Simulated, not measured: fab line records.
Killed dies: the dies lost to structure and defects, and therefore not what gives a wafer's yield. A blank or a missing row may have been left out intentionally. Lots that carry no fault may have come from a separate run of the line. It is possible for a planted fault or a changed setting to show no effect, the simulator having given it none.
Code-filled problem report in 8D (eight disciplines) form ; flow berkeley cmos170 ; the parts of the form that need people (team, actions taken, sign-off) are left out

## 1. WHAT IS WRONG
At UCB170_SCREENOX_WET_ETCH_00, run length s averages 126.6 s over 6 wafers from 2 lots, while fault-free wafers read 226.9 s, standard deviation 2.6. That is -39 standard deviations from the usual mean.
The step: etches SiO2 in dHF, time 200 s.
First seen on wafer L744.2, day 8 12:34, on wet bench-02. At this step, 42 wafers from 14 lots have a number in the record. By rule, "out" or "out of limits" means more than 4 standard deviations away from the usual mean. The rest of the wafers with a number are treated as sound.

## 2. WHAT IT IS, WHAT IT ISN'T
question;is;is not
which readings at this step;run length s;temp c
which lots;L744, L747;L734, L735, L736, L737, L738, L739, L742, L743, L745, L748, L755, L756
which wafers of those lots;all that have a number;-
read on which tools;wet bench-02;wet bench-01
when;from day 8 12:34;"up to then (30 sound wafers); but 6 sound wafers of L755, L756 came after"

## 3. SUSPECTS, AND WHAT RULES EACH OUT
Counting: a tool stays on the suspect list if, at a process step up to the reading, it processed all lots that are out and no sound lot following the first of them.
- wet bench-02 at UCB170_SCREENOX_WET_ETCH_00 (etches SiO2 in dHF, time 200 s): kept. All lots that are out passed through it, beginning with L744 at day 8 12:34, and no sound lot followed; its final sound lot before that point was L743 at day 8 08:32. Its own readings are out on those wafers: run length s.
After counting, what remains is wet bench-02 at UCB170_SCREENOX_WET_ETCH_00.

## 4. THE CAUSE (what the simulator had put in)
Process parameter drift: wet bench-02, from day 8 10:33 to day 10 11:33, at UCB170_SCREENOX_WET_ETCH_00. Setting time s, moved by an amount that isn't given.
The count eliminated every tool but this one.

## 5. THE CHAIN OF EFFECTS, in route order
Each row: a reading whose mean over the struck wafers that have a number lies more than 3 standard deviations from the usual. Only readings whose record carries a usual standard deviation are examined. hours: median over the lots of the time between each lot's start at the first step of this table that gives one and its start at this step. sigmas: the change, counted in usual standard deviations.
hours;step;reading;usual;on struck wafers;change;sigmas
0;UCB170_SCREENOX_WET_ETCH_00;run length s;226.9 s;126.6;-100.3;-39
Its process steps:
- UCB170_SCREENOX_WET_ETCH_00: etches SiO2 in dHF, time 200 s.
Later steps that measure or inspect, where all struck wafers having a row at the step show a number for every such reading and not one has moved that far: UCB170_FIELD_THK_MEAS_91.

## 6. HOW IT WOULD HAVE BEEN CAUGHT EARLIER
2 hours passed between the start of the fault at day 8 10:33 and the first reading out of limits in this record, taken at day 8 12:34.
